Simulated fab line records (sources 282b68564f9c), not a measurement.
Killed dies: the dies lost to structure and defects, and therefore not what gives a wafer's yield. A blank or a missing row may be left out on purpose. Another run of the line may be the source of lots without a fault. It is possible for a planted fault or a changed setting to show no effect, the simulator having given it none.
fab line records	flow ritCmos
record: lots: 5	wafers: 23
route steps=202 shown GATE@89 REOX@101 PLDD@123 SPACER@125 NSD@132 PSD@144 SDANNEAL@156 SILICIDE@162 M1@202
startH: the number of hours between the record's first day and the start of the first shown wafer of the lot	waitH: time in hours since the lot's previous step	" as in the row above	L1.1+2: a row that stands for several wafers	- no value, or no start was given	* or withheld: withheld	< > ~ a bound
route shown NAME@n: names a module that has steps shown in the file, with the first one's number in the route	usual: mean/standard deviation of fault-free wafers	same: alike in all rows	chamber/n: place in a boat	sites: per-site readings	_std_site: the standard deviation of these	_edge_site: mean of outer sites minus mean of inner sites	radiusMm: for every site, how far away it sits from the centre of the wafer	mask NAME#n: copy n	behind: the most recent tool/chamber to have shaped the wafer	hold: the reason the lot was held/the length of the hold in hours/how it ended	device: names the non-switching transistor (n, p or np)	end of line: tests run on the same wafers once the route is complete	a step without rows: its recipe alone	killed: not the wafer's yield, but the dies lost to structure and defects at the first sort	map: dies across one wafer; x = killed, . = not, _ = none there
set.NAME: the setting the step ran with; set.NAME@STEP: the setting that earlier step ran with	model.NAME: the simulator's own value behind a step, which no gauge read
lots where settings were altered on purpose, with a table for each step and a row for each wafer
== steps ==
step: RIT_GATE_EXPOSE_13
recipe: maskId: M6	na: 0.6	sourceShape: conventional	sigmaOuter: 0.6	targetCdNm: 150	doseMj: 380
lot.wafer	tool	chamber	startH	waitH	mask	set.doseMj
L074.1+2+3+5+6	ilineStepper-02	0	44.13	0.1	M6#0	380
L078.1+2+4+5+6	ilineStepper-01	0	82.44	0.2	M6#0	380
L080.1+4+6	ilineStepper-02	0	91.80	0.4	M6#0	380
L080.2+3	"	0	"	"	M6#0	400.6
L082.2+3+5	ilineStepper-02	0	102.54	0.1	M6#0	380
L084.1+3+6	ilineStepper-02	0	111.05	0.1	M6#0	380
L084.2+5	"	0	"	"	M6#0	354.3
step: RIT_GATE_PEB_14
recipe: resist: NOVOLAK	tempC: withheld	timeS: withheld
step: RIT_GATE_DEVELOP_15
recipe: resist: NOVOLAK	developTimeS: 51.63	devTempC: 23
lot.wafer	tool	chamber	startH	waitH	set.doseMj@GATE_EXPOSE_13	model.GATE.cdNm
L074.1+5	lithoTrack-03	0	-	-	380	146.4
L074.2	"	0	"	"	380	147.6
L074.3	"	0	"	"	380	148.6
L074.6	"	0	"	"	380	147
L078.1	lithoTrack-03	0	-	-	380	149.3
L078.2	"	0	"	"	380	148.6
L078.4	"	0	"	"	380	151.2
L078.5	"	0	"	"	380	150.3
L078.6	"	0	"	"	380	150.2
L080.1	lithoTrack-04	0	-	-	380	149.2
L080.2	"	0	"	"	400.6	119.1
L080.3	"	0	"	"	400.6	122
L080.4	"	0	"	"	380	150.2
L080.6	"	0	"	"	380	148.5
L082.2	lithoTrack-01	0	-	-	380	147.7
L082.3	"	0	"	"	380	152.2
L082.5	"	0	"	"	380	151.5
L084.1+3	lithoTrack-03	0	-	-	380	151.7
L084.2	"	0	"	"	354.3	187.4
L084.5	"	0	"	"	354.3	189.8
L084.6	"	0	"	"	380	154.5
step: RIT_GATE_CD_MEAS_16
recipe: targetCdNm: 150
usual: cdNm: 149.9/2.5
lot.wafer	tool	chamber	startH	waitH	set.doseMj@GATE_EXPOSE_13	cdNm
L074.1	cdSem-01	-	44.53	-	380	146.5
L074.2	"	-	"	"	380	147.5
L074.3	"	-	"	"	380	148.5
L074.5	"	-	"	"	380	146.2
L074.6	"	-	"	"	380	147.2
L078.1	cdSem-01	-	82.84	-	380	149.4
L078.2	"	-	"	"	380	149.0
L078.4	"	-	"	"	380	151.4
L078.5	"	-	"	"	380	150.1
L078.6	"	-	"	"	380	150.3
L080.1	cdSem-01	-	92.20	-	380	149.4
L080.2	"	-	"	"	400.6	118.9
L080.3	"	-	"	"	400.6	122.4
L080.4	"	-	"	"	380	150.1
L080.6	"	-	"	"	380	148.4
L082.2	cdSem-02	-	102.99	-	380	147.6
L082.3	"	-	"	"	380	152.3
L082.5	"	-	"	"	380	151.6
L084.1	cdSem-01	-	111.66	-	380	151.7
L084.2	"	-	"	"	354.3	187.4
L084.3	"	-	"	"	380	151.6
L084.5	"	-	"	"	354.3	189.7
L084.6	"	-	"	"	380	154.4
step: RIT_GATE_HARDBAKE_18
recipe: resist: NOVOLAK	tempC: 140	timeS: 60
step: RIT_GATE_ETCH_19
recipe: chemistry: SF6/CHF3/O2	timeS: 165	SF6_flow_sccm: 30	CHF3_flow_sccm: 30	O2_flow_sccm: 5	target: poly-Si	pressureMtorr: 40	rfW: 160	targetDepthA: 3125	overEtchFrac: 0.25	stopOn: SiO2
step: RIT_GATE_STRIP_20
recipe: chemistry: O2	timeS: 180	resist: NOVOLAK	platenTempC: withheld	powerW: 500	pressureMtorr: 4000	o2FlowSccm: 4000
step: RIT_GATE_CD_MEAS_90
recipe: targetCdNm: 150
usual: cdNm: 149.9/2.5
lot.wafer	tool	chamber	startH	waitH	set.doseMj@GATE_EXPOSE_13	cdNm
L074.1	cdSem-02	-	45.12	0.1	380	146.6
L074.2	"	-	"	"	380	147.5
L074.3	"	-	"	"	380	148.9
L074.5	"	-	"	"	380	146.2
L074.6	"	-	"	"	380	147.0
L078.1	cdSem-02	-	83.43	0.1	380	149.3
L078.2	"	-	"	"	380	148.8
L078.4	"	-	"	"	380	151.5
L078.5	"	-	"	"	380	150.0
L078.6	"	-	"	"	380	150.8
L080.1	cdSem-02	-	92.79	0.1	380	149.4
L080.2	"	-	"	"	400.6	119.6
L080.3	"	-	"	"	400.6	122.1
L080.4	"	-	"	"	380	150.0
L080.6	"	-	"	"	380	148.5
L082.2	cdSem-02	-	103.58	0.1	380	148.0
L082.3	"	-	"	"	380	152.2
L082.5	"	-	"	"	380	151.6
L084.1	cdSem-01	-	112.25	0.1	380	151.5
L084.2	"	-	"	"	354.3	187.6
L084.3	"	-	"	"	380	151.4
L084.5	"	-	"	"	354.3	190.1
L084.6	"	-	"	"	380	154.7
step: RIT_REOX_OXIDATION_03
recipe: tempC: 900	ambient: O2	targetThkA: 252	oxTimeS: 5580
lot.wafer	tool	chamber	startH	waitH	set.tempC	model.SiO2_of_REOX_OXIDATION_03.thkNm
L074.1+2	-	-	-	4.3	900	25.03
L074.3	"	-	"	"	900	25.44
L074.5	"	-	"	"	900	24.96
L074.6	"	-	"	"	900	25.58
L078.1	-	-	-	5.5	882.9	20.73
L078.2	"	-	"	"	882.9	20.45
L078.4	"	-	"	"	882.9	21.08
L078.5	"	-	"	"	882.9	21.22
L078.6	"	-	"	"	882.9	20.94
L080.1	-	-	-	3.4	911.4	28.07
L080.2	"	-	"	"	911.4	27.82
L080.3	"	-	"	"	911.4	28.36
L080.4	"	-	"	"	911.4	28.03
L080.6	"	-	"	"	911.4	28.39
L082.2	furnace-03	0	105.35	1.3	900	25.17
L082.3	"	0	"	"	900	25.12
L082.5	"	0	"	"	900	24.9
L084.1	-	-	-	1.4	900	25.53
L084.2	"	-	"	"	900	25.43
L084.3	"	-	"	"	900	25.36
L084.5	"	-	"	"	900	25.54
L084.6	"	-	"	"	900	25.26
step: RIT_REOX_THK_MEAS_04
recipe: reads: SiO2_of_REOX_OXIDATION_03
usual: REOX_OXIDE_THK: 24.8/0.46
lot.wafer	tool	chamber	startH	waitH	set.tempC@REOX_OXIDATION_03	REOX_OXIDE_THK[nm]
L074.1	filmMetro-01	-	-	-	900	25.0
L074.2	"	-	"	"	900	25.0
L074.3	"	-	"	"	900	25.4
L074.5	"	-	"	"	900	25.0
L074.6	"	-	"	"	900	25.6
L078.1	filmMetro-03	-	-	-	882.9	20.7
L078.2	"	-	"	"	882.9	20.4
L078.4	"	-	"	"	882.9	21.1
L078.5	"	-	"	"	882.9	21.2
L078.6	"	-	"	"	882.9	20.9
L080.1	filmMetro-03	-	-	-	911.4	28.1
L080.2	"	-	"	"	911.4	27.8
L080.3	"	-	"	"	911.4	28.4
L080.4	"	-	"	"	911.4	28.1
L080.6	"	-	"	"	911.4	28.3
L082.2	filmMetro-01	-	107.91	0.0	900	25.2
L082.3	"	-	"	"	900	25.1
L082.5	"	-	"	"	900	24.9
L084.1	filmMetro-03	-	-	-	900	25.5
L084.2	"	-	"	"	900	25.4
L084.3	"	-	"	"	900	25.4
L084.5	"	-	"	"	900	25.6
L084.6	"	-	"	"	900	25.3
step: RIT_PLDD_STRIP_09
recipe: chemistry: O2	timeS: 180	resist: NOVOLAK	platenTempC: withheld	powerW: 500	pressureMtorr: 4000	o2FlowSccm: 4000
lot.wafer	tool	chamber	startH	waitH	set.o2FlowSccm
L074.1+2+3+5+6	plasmaAsher-01	1,0,0,0,1	55.28	0.1	4000
L078.1+4	plasmaAsher-04	0	94.71	0.1	4000
L078.2+5+6	"	1,0,1	"	"	4209
L080.1+2+4	plasmaAsher-04	1,0,1	102.55	0.1	4000
L080.3+6	"	0,1	"	"	4407
L082.2+3+5	plasmaAsher-02	1	110.83	0.1	4000
L084.1+2+3+5+6	plasmaAsher-01	1,0,1,1,0	119.65	0.1	4000
step: RIT_SPACER_CLEAN_00
recipe: chemistry: SC1	mix: 3:3:50	timeS: 600	tempC: 75
lot.wafer	tool	chamber	startH	waitH	set.tempC@REOX_OXIDATION_03	model.SiO2_of_REOX_OXIDATION_03.thkNm
L074.1+2	wetBench-04	0	55.52	0.1	900	23.09
L074.3	"	0	"	"	900	23.46
L074.5	"	0	"	"	900	23.02
L074.6	"	0	"	"	900	23.6
L078.1	wetBench-02	2	94.95	0.1	882.9	19.18
L078.2	"	2	"	"	882.9	18.93
L078.4	"	2	"	"	882.9	19.51
L078.5	"	2	"	"	882.9	19.64
L078.6	"	2	"	"	882.9	19.36
L080.1	wetBench-04	1	102.84	0.1	911.4	25.91
L080.2	"	1	"	"	911.4	25.68
L080.3	"	1	"	"	911.4	26.19
L080.4	"	1	"	"	911.4	25.88
L080.6	"	1	"	"	911.4	26.21
L082.2	wetBench-04	0	111.06	0.0	900	23.2
L082.3	"	0	"	"	900	23.16
L082.5	"	0	"	"	900	22.96
L084.1	wetBench-02	2	119.89	0.1	900	23.58
L084.2	"	2	"	"	900	23.49
L084.3	"	2	"	"	900	23.44
L084.5	"	2	"	"	900	23.6
L084.6	"	2	"	"	900	23.33
step: RIT_NSD_COAT_01
recipe: resist: NOVOLAK	spinRpm: 3250	resistThkNm: 1000
lot.wafer	tool	chamber	startH	waitH	set.spinRpm	model.NOVOLAK_of_NSD_COAT_01.thkNm
L074.1	lithoTrack-03	0	58.18	0.1	3457	968.7
L074.2	"	0	"	"	3250	997.7
L074.3	"	0	"	"	3457	968.2
L074.5	"	0	"	"	3250	997
L074.6	"	0	"	"	3250	1001
L078.1	lithoTrack-04	0	97.62	0.1	3250	1001
L078.2+4	"	0	"	"	3390	980.8
L078.5	"	0	"	"	3250	1000
L078.6	"	0	"	"	3390	978.3
L080.1+2+3	lithoTrack-03	0	105.49	0.1	3250	1004
L080.4	"	0	"	"	3250	1006
L080.6	"	0	"	"	3250	1005
L082.2	lithoTrack-04	0	113.78	0.1	3250	1000
L082.3	"	0	"	"	3250	998.8
L082.5	"	0	"	"	3250	998.5
L084.1	lithoTrack-04	0	122.73	0.1	3250	997
L084.2	"	0	"	"	3250	1000
L084.3	"	0	"	"	3149	1013
L084.5	"	0	"	"	3149	1010
L084.6	"	0	"	"	3250	997.8
step: RIT_NSD_SOFTBAKE_02
recipe: resist: NOVOLAK	tempC: 90	timeS: 60
step: RIT_NSD_EXPOSE_03
recipe: maskId: M9	na: 0.57	targetCdNm: 40700	doseMj: 250
step: RIT_NSD_DEVELOP_05
recipe: resist: NOVOLAK	developTimeS: 50	devTempC: 23.6
step: RIT_NSD_HARDBAKE_07
recipe: resist: NOVOLAK	tempC: 140	timeS: 60
lot.wafer	tool	chamber	startH	waitH	set.spinRpm@NSD_COAT_01	model.NOVOLAK_of_NSD_COAT_01.thkNm
L074.1	lithoTrack-04	0	58.91	0.0	3457	856.3
L074.2	"	0	"	"	3250	881.7
L074.3	"	0	"	"	3457	856
L074.5	"	0	"	"	3250	881.2
L074.6	"	0	"	"	3250	884.2
L078.1	lithoTrack-03	0	98.49	0.0	3250	884.6
L078.2	"	0	"	"	3390	866.9
L078.4	"	0	"	"	3390	867
L078.5	"	0	"	"	3250	884.1
L078.6	"	0	"	"	3390	864.8
L080.1+3	lithoTrack-02	0	106.28	0.0	3250	886.9
L080.2	"	0	"	"	3250	887.3
L080.4	"	0	"	"	3250	889.4
L080.6	"	0	"	"	3250	888
L082.2	lithoTrack-02	0	114.64	0.0	3250	884.2
L082.3	"	0	"	"	3250	882.8
L082.5	"	0	"	"	3250	882.5
L084.1	lithoTrack-02	0	123.47	0.0	3250	881.1
L084.2	"	0	"	"	3250	884.2
L084.3	"	0	"	"	3149	895.5
L084.5	"	0	"	"	3149	892.7
L084.6	"	0	"	"	3250	881.8
step: RIT_NSD_IMPLANT_08
recipe: species: P	energyKev: 25	doseCm2: 1e+15	tiltDeg: 7
lot.wafer	tool	chamber	startH	waitH	set.doseCm2
L074.1+5	implanter-04	0	59.06	0.1	1e+15
L074.2+3+6	"	0	"	"	1.025e+15
L078.1+6	implanter-03	0	98.64	0.1	1.057e+15
L078.2+4+5	"	0	"	"	1e+15
L080.1+3+6	implanter-03	0	106.43	0.1	1e+15
L080.2+4	"	0	"	"	9.447e+14
L082.2+3+5	implanter-01	0	114.79	0.1	1e+15
L084.1+5	implanter-03	0	123.62	0.1	1e+15
L084.2+3+6	"	0	"	"	9.555e+14
step: RIT_PSD_SOFTBAKE_02
recipe: resist: NOVOLAK	tempC: 90	timeS: 60
lot.wafer	tool	chamber	startH	waitH	set.tempC
L074.1+3+6	lithoTrack-04	0	59.75	0.1	87.97
L074.2+5	"	0	"	"	90
L078.1+4+6	lithoTrack-03	0	99.32	0.1	90
L078.2+5	"	0	"	"	91.62
L080.1+2+6	lithoTrack-01	0	107.12	0.1	90
L080.3+4	"	0	"	"	87.3
L082.2+3+5	lithoTrack-04	0	115.47	0.1	90
L084.1+6	lithoTrack-03	0	124.30	0.1	86.99
L084.2+3+5	"	0	"	"	90
step: RIT_PSD_EXPOSE_03
recipe: maskId: M10	na: 0.57	targetCdNm: 40900	doseMj: 250
step: RIT_PSD_PEB_04
recipe: resist: NOVOLAK	tempC: withheld	timeS: withheld
step: RIT_PSD_DEVELOP_05
recipe: resist: NOVOLAK	developTimeS: 50	devTempC: 23
lot.wafer	tool	chamber	startH	waitH	set.tempC@PSD_SOFTBAKE_02	model.NOVOLAK_of_PSD_COAT_01.thkNm
L074.1	lithoTrack-03	0	-	-	87.97	999.5
L074.2	"	0	"	"	90	995.7
L074.3	"	0	"	"	87.97	999.9
L074.5	"	0	"	"	90	997.6
L074.6	"	0	"	"	87.97	1003
L078.1+6	lithoTrack-01	0	-	-	90	1003
L078.2+5	"	0	"	"	91.62	1000
L078.4	"	0	"	"	90	1001
L080.1	lithoTrack-01	0	-	-	90	1001
L080.2+6	"	0	"	"	90	1003
L080.3	"	0	"	"	87.3	1008
L080.4	"	0	"	"	87.3	1011
L082.2	lithoTrack-01	0	-	-	90	998.4
L082.3	"	0	"	"	90	996.3
L082.5	"	0	"	"	90	1000
L084.1	lithoTrack-04	0	-	-	86.99	1007
L084.2	"	0	"	"	90	998.7
L084.3	"	0	"	"	90	997.9
L084.5	"	0	"	"	90	999.3
L084.6	"	0	"	"	86.99	1006
step: RIT_PSD_HARDBAKE_07
recipe: resist: NOVOLAK	tempC: 140	timeS: 60
step: RIT_SDANNEAL_RTA_03
recipe: tempC: 1050	timeS: 5	idleTempC: 600	rampUpCPerS: 342	rampDownCPerS: 171	coolToC: 600	ambient: N2
step: RIT_SDANNEAL_RS_MEAS_05
recipe: thkMeasGauge: four-point-probe
usual: NSD_RS: 84.51/0.26
lot.wafer	tool	chamber	startH	waitH	set.doseCm2@NSD_IMPLANT_08	NSD_RS[ohm/sq]
L074.1	filmMetro-04	-	61.55	0.1	1e+15	84.57
L074.2	"	-	"	"	1.025e+15	82.83
L074.3	"	-	"	"	1.025e+15	82.88
L074.5	"	-	"	"	1e+15	84.56
L074.6	"	-	"	"	1.025e+15	83.02
L078.1	filmMetro-01	-	101.13	0.1	1.057e+15	80.93
L078.2	"	-	"	"	1e+15	84.38
L078.4	"	-	"	"	1e+15	84.16
L078.5	"	-	"	"	1e+15	84.39
L078.6	"	-	"	"	1.057e+15	80.70
L080.1	filmMetro-01	-	108.94	0.1	1e+15	84.87
L080.2	"	-	"	"	9.447e+14	89.00
L080.3	"	-	"	"	1e+15	84.99
L080.4	"	-	"	"	9.447e+14	88.51
L080.6	"	-	"	"	1e+15	84.72
L082.2	filmMetro-04	-	117.15	0.1	1e+15	84.40
L082.3	"	-	"	"	1e+15	84.52
L082.5	"	-	"	"	1e+15	84.77
L084.1	filmMetro-04	-	126.49	0.1	1e+15	84.59
L084.2	"	-	"	"	9.555e+14	87.81
L084.3	"	-	"	"	9.555e+14	87.83
L084.5	"	-	"	"	1e+15	84.55
L084.6	"	-	"	"	9.555e+14	87.99
step: RIT_SILICIDE_SPUTTER_01
recipe: material: Ti	targetThkNm: 30	powerW: 350	chamberPressurePa: 0.667	gas: Ar	timeS: 240	substrateTempC: 25
lot.wafer	tool	chamber	startH	waitH	set.powerW	model.Ti_of_SILICIDE_SPUTTER_01.thkNm
L074.1	pvdSputter-03	-	61.93	0.0	350	29.65
L074.2	"	-	"	"	350	29.56
L074.3	"	-	"	"	350	29.42
L074.5	"	-	"	"	350	29.94
L074.6	"	-	"	"	350	29.54
L078.1	pvdSputter-03	-	101.51	0.0	390.3	33.06
L078.2	"	-	"	"	390.3	33.22
L078.4	"	-	"	"	350	29.95
L078.5	"	-	"	"	390.3	33.39
L078.6	"	-	"	"	350	29.66
L080.1	pvdSputter-04	-	109.31	0.0	350	29.94
L080.2	"	-	"	"	335.1	29.01
L080.3	"	-	"	"	335.1	28.45
L080.4	"	-	"	"	350	29.99
L080.6	"	-	"	"	350	29.95
L082.2	pvdSputter-04	-	117.50	0.0	350	30.1
L082.3	"	-	"	"	350	30.11
L082.5	"	-	"	"	350	29.64
L084.1	pvdSputter-03	-	126.86	0.0	361.8	30.73
L084.2	"	-	"	"	350	29.89
L084.3	"	-	"	"	361.8	31.28
L084.5	"	-	"	"	361.8	31.09
L084.6	"	-	"	"	350	29.8
step: RIT_SILICIDE_RS_MEAS_02
recipe: thkMeasGauge: four-point-probe	reads: Ti_of_SILICIDE_SPUTTER_01
usual: SILICIDE_TI_RS: 48.2/0.41
lot.wafer	tool	chamber	startH	waitH	set.powerW@SILICIDE_SPUTTER_01	SILICIDE_TI_RS[ohm/sq]
L074.1	filmMetro-02	-	62.08	0.1	350	48.6
L074.2	"	-	"	"	350	48.6
L074.3	"	-	"	"	350	49.0
L074.5	"	-	"	"	350	48.1
L074.6	"	-	"	"	350	48.7
L078.1	filmMetro-03	-	101.66	0.1	390.3	42.4
L078.2	"	-	"	"	390.3	42.1
L078.4	"	-	"	"	350	48.0
L078.5	"	-	"	"	390.3	41.9
L078.6	"	-	"	"	350	48.7
L080.1	filmMetro-03	-	109.46	0.1	350	48.0
L080.2	"	-	"	"	335.1	50.0
L080.3	"	-	"	"	335.1	51.3
L080.4	"	-	"	"	350	47.8
L080.6	"	-	"	"	350	48.0
L082.2	filmMetro-03	-	117.67	0.1	350	47.5
L082.3	"	-	"	"	350	47.7
L082.5	"	-	"	"	350	48.7
L084.1	filmMetro-03	-	127.01	0.1	361.8	46.5
L084.2	"	-	"	"	350	48.2
L084.3	"	-	"	"	361.8	45.5
L084.5	"	-	"	"	361.8	45.7
L084.6	"	-	"	"	350	48.4
step: RIT_SILICIDE_THK_MEAS_03
recipe: thkMeasGauge: xrf	reads: Ti_of_SILICIDE_SPUTTER_01
usual: SILICIDE_TI_THK: 29.99/0.21
lot.wafer	tool	chamber	startH	waitH	set.powerW@SILICIDE_SPUTTER_01	SILICIDE_TI_THK[nm]
L074.1	filmMetro-02	-	62.20	0.1	350	30.01
L074.2	"	-	"	"	350	29.87
L074.3	"	-	"	"	350	29.87
L074.5	"	-	"	"	350	30.36
L074.6	"	-	"	"	350	29.86
L078.1	filmMetro-03	-	101.78	0.1	390.3	33.23
L078.2	"	-	"	"	390.3	33.41
L078.4	"	-	"	"	350	30.02
L078.5	"	-	"	"	390.3	33.65
L078.6	"	-	"	"	350	29.78
L080.1	filmMetro-03	-	109.58	0.1	350	30.02
L080.2	"	-	"	"	335.1	29.13
L080.3	"	-	"	"	335.1	28.54
L080.4	"	-	"	"	350	30.25
L080.6	"	-	"	"	350	30.03
L082.2	filmMetro-03	-	117.78	0.1	350	30.22
L082.3	"	-	"	"	350	30.19
L082.5	"	-	"	"	350	29.71
L084.1	filmMetro-03	-	127.13	0.1	361.8	30.84
L084.2	"	-	"	"	350	29.92
L084.3	"	-	"	"	361.8	31.34
L084.5	"	-	"	"	361.8	31.09
L084.6	"	-	"	"	350	29.89
step: RIT_M1_PROBE_99
usual: killedAtContacts: 0.1/0.28	killedAtFrontEnd: 5.9/2.9	killedDies: 6.0/2.9	killedOpen: 2.9/1.8	killedShort: 3.1/1.9
same: grossDies: 264	killed_at_M0_to_M3: 0	killed_at_M4_up: 0	killedAtBackSide: 0	killedAtOther: 0
lot.wafer	tool	chamber	startH	waitH	set.doseMj@GATE_EXPOSE_13	set.tempC@REOX_OXIDATION_03	killedAtContacts	killedAtFrontEnd	killedDies	killedOpen	killedShort	model.etest.pldd.rsOhmSq	model.etest.pmos_0p15.rOnOhmUm	model.etest.pmos_0p3.rOnOhmUm	model.etest.pmosTurned.rOnOhmUm
L074.1	prober-01	-	68.79	0.1	380	900	0	2	2	0	2	491.1	2540	5842	3203
L074.2	prober-01	-	68.84	0.1	380	900	1	7	8	3	5	486.1	2586	5865	3228
L074.3	prober-01	-	68.89	0.2	380	900	0	9	9	6	3	511.7	2591	5896	3306
L074.5	prober-01	-	68.99	0.2	380	900	0	2	2	2	0	484.4	2550	5884	3207
L074.6	prober-01	-	69.04	0.2	380	900	0	3	3	0	3	515.5	2602	5956	3289
L078.1	prober-01	-	108.84	0.1	380	882.9	0	6	6	1	4	343.5	2265	5276	2749
L078.2	prober-01	-	108.89	0.1	380	882.9	0	4	4	2	2	340	2265	5307	2718
L078.4	prober-01	-	108.99	0.2	380	882.9	0	5	5	3	2	354.3	2260	5229	2728
L078.5	prober-01	-	109.04	0.2	380	882.9	0	7	7	3	4	354.9	2324	5320	2799
L078.6	prober-01	-	109.09	0.2	380	882.9	0	4	4	3	1	346.6	2297	5283	2759
L080.1	prober-02	-	116.55	0.1	380	911.4	0	3	3	1	2	685.4	3196	6931	4298
L080.2	prober-02	-	116.60	0.1	400.6	911.4	0	213	213	0	6	657.5	2411	6562	3427
L080.3	prober-02	-	116.65	0.2	400.6	911.4	0	163	163	2	2	717.3	2524	6641	3702
L080.4	prober-02	-	116.70	0.2	380	911.4	0	7	7	4	2	673.7	3205	6975	4260
L080.6	prober-02	-	116.80	0.2	380	911.4	0	10	10	4	6	713.4	3226	6970	4300
L082.2	prober-01	-	124.31	0.1	380	900	0	6	6	5	1	478.8	2711	6264	3390
L082.3	prober-01	-	124.36	0.2	380	900	1	11	12	4	8	473.1	2738	6176	3433
L082.5	prober-01	-	124.46	0.2	380	900	0	6	6	2	4	465.7	2753	6307	3404
L084.1	prober-02	-	134.44	0.1	380	900	0	8	8	5	3	505.9	2949	6692	3693
L084.2	prober-02	-	134.49	0.1	354.3	900	0	227	227	4	3	501.1	3852	7234	4600
L084.3	prober-02	-	134.54	0.2	380	900	0	5	5	2	3	502.1	2938	6743	3674
L084.5	prober-02	-	134.64	0.2	354.3	900	0	225	225	3	4	506.9	3875	7181	4636
L084.6	prober-02	-	134.69	0.2	380	900	0	5	5	2	3	499.7	3008	6871	3740
killed by level:class
L074.1 FOX2:geometricParticle:short=1 GATE:geometricParticle:short=1
L074.2 REOX:geometricParticle:short=2 SPACER:geometricParticle:open=2 FOX1:geometricParticle:short=1 FOX2:geometricParticle:short=1 GATE:geometricParticle:short=1 CONTACT:geometricParticle:open=1
L074.3 GATE:geometricParticle:open=5 GATE:geometricParticle:short=1 SPACER:geometricParticle:open=1 SPACER:geometricParticle:short=1 SILICIDE:geometricParticle:short=1
L074.5 SPACER:geometricParticle:open=2
L074.6 FOX1:geometricParticle:short=2 SILICIDE:geometricParticle:short=1
L078.1 GATE:geometricParticle:short=2 SILICIDE:geometricParticle:short=2 SPACER:geometricParticle:open=1 NWELL:coatMicrobubblePrinted=1
L078.2 FOX2:geometricParticle:open=1 GATE:geometricParticle:open=1 SPACER:geometricParticle:short=1 SILICIDE:geometricParticle:short=1
L078.4 FOX2:geometricParticle:open=1 GATE:geometricParticle:open=1 GATE:geometricParticle:short=1 SILICIDE:geometricParticle:open=1 SILICIDE:geometricParticle:short=1
L078.5 GATE:geometricParticle:short=4 SILICIDE:geometricParticle:open=2 FOX1:geometricParticle:open=1
L078.6 FOX2:geometricParticle:open=2 FOX1:geometricParticle:open=1 SILICIDE:geometricParticle:short=1
L080.1 GATE:geometricParticle:short=1 SPACER:geometricParticle:open=1 SILICIDE:geometricParticle:short=1
L080.2 GATE:areaExpose=207 GATE:geometricParticle:short=3 SILICIDE:geometricParticle:short=2 FOX1:geometricParticle:short=1
L080.3 GATE:areaExpose=159 GATE:geometricParticle:short=2 SILICIDE:geometricParticle:open=2
L080.4 GATE:geometricParticle:open=2 FOX1:geometricParticle:short=1 FOX2:geometricParticle:open=1 NWELL:coatMicrobubblePrinted=1 SPACER:geometricParticle:short=1 SPACER:geometricParticle:open=1
L080.6 GATE:geometricParticle:short=4 GATE:geometricParticle:open=2 SILICIDE:geometricParticle:open=2 SPACER:geometricParticle:short=1 SILICIDE:geometricParticle:short=1
L082.2 FOX2:geometricParticle:open=3 FOX1:geometricParticle:open=1 GATE:geometricParticle:open=1 GATE:geometricParticle:short=1
L082.3 GATE:geometricParticle:short=4 GATE:geometricParticle:open=2 FOX1:geometricParticle:short=1 FOX2:geometricParticle:open=1 REOX:geometricParticle:short=1 SPACER:geometricParticle:short=1 SILICIDE:geometricParticle:short=1 CONTACT:geometricParticle:open=1
L082.5 FOX1:geometricParticle:short=2 GATE:geometricParticle:open=1 GATE:geometricParticle:short=1 SPACER:geometricParticle:open=1 SPACER:geometricParticle:short=1
L084.1 FOX1:geometricParticle:open=2 FOX1:geometricParticle:short=2 GATE:geometricParticle:open=1 SPACER:geometricParticle:open=1 SPACER:geometricParticle:short=1 SILICIDE:geometricParticle:open=1
L084.2 GATE:areaExpose=220 FOX1:geometricParticle:open=3 GATE:geometricParticle:short=2 FOX1:geometricParticle:short=1 GATE:geometricParticle:open=1
L084.3 GATE:geometricParticle:short=2 GATE:geometricParticle:open=1 SILICIDE:geometricParticle:open=1 SILICIDE:geometricParticle:short=1
L084.5 GATE:areaExpose=218 GATE:geometricParticle:open=3 FOX1:geometricParticle:short=2 GATE:geometricParticle:short=2
L084.6 ACTIVE:geometricParticle:short=1 FOX1:geometricParticle:short=1 GATE:geometricParticle:short=1 REOX:geometricParticle:open=1 SILICIDE:geometricParticle:open=1
== key ==
split: step: RIT_GATE_EXPOSE_13	setting: doseMj	stated: 380	by: wafer
response: step: RIT_GATE_DEVELOP_15	reading: model.GATE.cdNm	change: -5.31	per: 1%	r: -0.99
response: step: RIT_GATE_CD_MEAS_16	reading: cdNm	change: -5.31	per: 1%	r: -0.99
response: step: RIT_GATE_CD_MEAS_90	reading: cdNm	change: -5.32	per: 1%	r: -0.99
response: step: RIT_M1_PROBE_99	reading: model.etest.pmosTurned.rOnOhmUm	change: -134	per: 1%	r: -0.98
response: step: RIT_M1_PROBE_99	reading: model.etest.pmos_0p3.rOnOhmUm	change: -65.2	per: 1%	r: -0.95
response: step: RIT_M1_PROBE_99	reading: model.etest.pmos_0p15.rOnOhmUm	change: -134	per: 1%	r: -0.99
split: step: RIT_REOX_OXIDATION_03	setting: tempC	stated: 900	by: lot
response: step: RIT_REOX_OXIDATION_03	reading: model.SiO2_of_REOX_OXIDATION_03.thkNm	change: +2.29	per: 1%	r: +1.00
response: step: RIT_REOX_THK_MEAS_04	reading: REOX_OXIDE_THK	change: +2.3	per: 1%	r: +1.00
response: step: RIT_SPACER_CLEAN_00	reading: model.SiO2_of_REOX_OXIDATION_03.thkNm	change: +2.1	per: 1%	r: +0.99
response: step: RIT_M1_PROBE_99	reading: model.etest.pldd.rsOhmSq	change: +104	per: 1%	r: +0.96
split: step: RIT_PLDD_STRIP_09	setting: o2FlowSccm	stated: 4000	by: wafer
response none clear
split: step: RIT_NSD_COAT_01	setting: spinRpm	stated: 3250	by: wafer
response: step: RIT_NSD_COAT_01	reading: model.NOVOLAK_of_NSD_COAT_01.thkNm	change: -4.67	per: 1%	r: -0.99
response: step: RIT_NSD_HARDBAKE_07	reading: model.NOVOLAK_of_NSD_COAT_01.thkNm	change: -4.09	per: 1%	r: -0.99
split: step: RIT_NSD_IMPLANT_08	setting: doseCm2	stated: 1e+15	by: wafer
response: step: RIT_SDANNEAL_RS_MEAS_05	reading: NSD_RS	change: -0.676	per: 1%	r: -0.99
split: step: RIT_PSD_SOFTBAKE_02	setting: tempC	stated: 90	by: wafer
response: step: RIT_PSD_DEVELOP_05	reading: model.NOVOLAK_of_PSD_COAT_01.thkNm	change: -2.17	per: 1%	r: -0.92
split: step: RIT_SILICIDE_SPUTTER_01	setting: powerW	stated: 350	by: wafer
response: step: RIT_SILICIDE_SPUTTER_01	reading: model.Ti_of_SILICIDE_SPUTTER_01.thkNm	change: +0.3	per: 1%	r: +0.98
response: step: RIT_SILICIDE_RS_MEAS_02	reading: SILICIDE_TI_RS	change: -0.559	per: 1%	r: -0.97
response: step: RIT_SILICIDE_THK_MEAS_03	reading: SILICIDE_TI_THK	change: +0.309	per: 1%	r: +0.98
